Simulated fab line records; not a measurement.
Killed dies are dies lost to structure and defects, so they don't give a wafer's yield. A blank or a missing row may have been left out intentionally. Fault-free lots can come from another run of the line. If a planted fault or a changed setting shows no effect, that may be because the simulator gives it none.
Matching of chambers -- flow berkeleyCmos170 -- UCB170_ZERO_ETCH_06 on rieDiel-04 has 4 sister chambers
The step etches SiO2 in CHF3/CF4/Ar, time 12 s. 4 wafers are shown with their chamber, then 10 later ones without.

## WAFERS PAIRED WITH THEIR CHAMBERS
wafer,chamber,throttleValvePct (%)
L081.5,3,9.45
L084.3,0,9.01
L087.2,2,9.24
L087.3,1,9.20

## WAFERS MISSING THEIR CHAMBER
wafer,throttleValvePct (%)
L087.6,9.46
L088.2,9.45
L088.3,9.19
L088.6,9.25
L095.1,9.45
L095.3,9.20
L095.4,9.19
L097.2,9.02
L097.4,9.23
L097.6,9.45

## WHICH CHAMBER EACH ONE RAN IN
wafer,from the rows above,in truth
L087.6,3,3
L088.2,3,3
L088.3,1,1
L088.6,2,2
L095.1,3,3
L095.3,1,1
L095.4,1,1
L097.2,0,0
L097.4,2,2
L097.6,3,3
Placed correctly: 10 of 10. Not placeable from these rows: 0. 0 placed wrongly.
How it was worked out, from the rows above alone: a wafer's distance from a chamber is the root of the sum, over the readings, of the square of ((its reading less the chamber's mean) divided by the reading's scatter). If the next closest chamber is less than 2 further off than the closest, the wafer can't be placed; otherwise it belongs to the closest. A chamber's mean is the mean of its shown wafers. The scatter: with one shown wafer a chamber, the root of the mean of the squares of how far each hidden wafer lies from its nearest shown one.
